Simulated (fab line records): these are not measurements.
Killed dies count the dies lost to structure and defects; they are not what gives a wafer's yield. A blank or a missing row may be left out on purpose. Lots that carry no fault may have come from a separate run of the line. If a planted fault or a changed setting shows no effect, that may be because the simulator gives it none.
Chamber matching || flow berkeleyCmos170 || UCB170_V1_CMP_02 on cmp-02 has 4 sister chambers
The step polishes SiO2. 4 wafers are shown with their chamber, then 7 later ones without.

## WAFERS WITH THEIR CHAMBER
{"wafer": "L353.3", "chamber": 0, "motorCurrentA (A)": 13.2}
{"wafer": "L358.1", "chamber": 3, "motorCurrentA (A)": 14.4}
{"wafer": "L357.1", "chamber": 2, "motorCurrentA (A)": 16.9}
{"wafer": "L357.2", "chamber": 1, "motorCurrentA (A)": 18.2}

## WAFERS WHOSE CHAMBER IS MISSING
{"wafer": "L357.3", "motorCurrentA (A)": 13.3}
{"wafer": "L364.2", "motorCurrentA (A)": 17.8}
{"wafer": "L364.4", "motorCurrentA (A)": 14.1}
{"wafer": "L364.5", "motorCurrentA (A)": 17.7}
{"wafer": "L362.1", "motorCurrentA (A)": 16.7}
{"wafer": "L362.2", "motorCurrentA (A)": 14.6}
{"wafer": "L362.4", "motorCurrentA (A)": 12.8}

## THE CHAMBER EACH PASSED THROUGH
{"wafer": "L357.3", "from the rows above": 0, "in truth": 0}
{"wafer": "L364.2", "from the rows above": "can't be placed: 1 or 2", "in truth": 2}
{"wafer": "L364.4", "from the rows above": "can't be placed: 3 or 0", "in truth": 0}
{"wafer": "L364.5", "from the rows above": "can't be placed: 1 or 2", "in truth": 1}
{"wafer": "L362.1", "from the rows above": 2, "in truth": 2}
{"wafer": "L362.2", "from the rows above": 3, "in truth": 3}
{"wafer": "L362.4", "from the rows above": 0, "in truth": 0}
4 of 7 placed correctly. From these rows, 3 cannot be placed; in 3 the true chamber is one of the candidates. Number placed wrongly: 0.
How it was worked out, from the rows above alone: a wafer's distance from a chamber is the root of the sum, over the readings, of the square of ((its reading less the chamber's mean) divided by the reading's scatter). The wafer belongs to the nearest chamber; if the next one is less than 2 further off, it can't be placed. For every chamber, the mean is computed from those of its wafers that are shown. The scatter: root of mean squared gap, hidden wafer to nearest shown wafer, with one shown wafer a chamber.
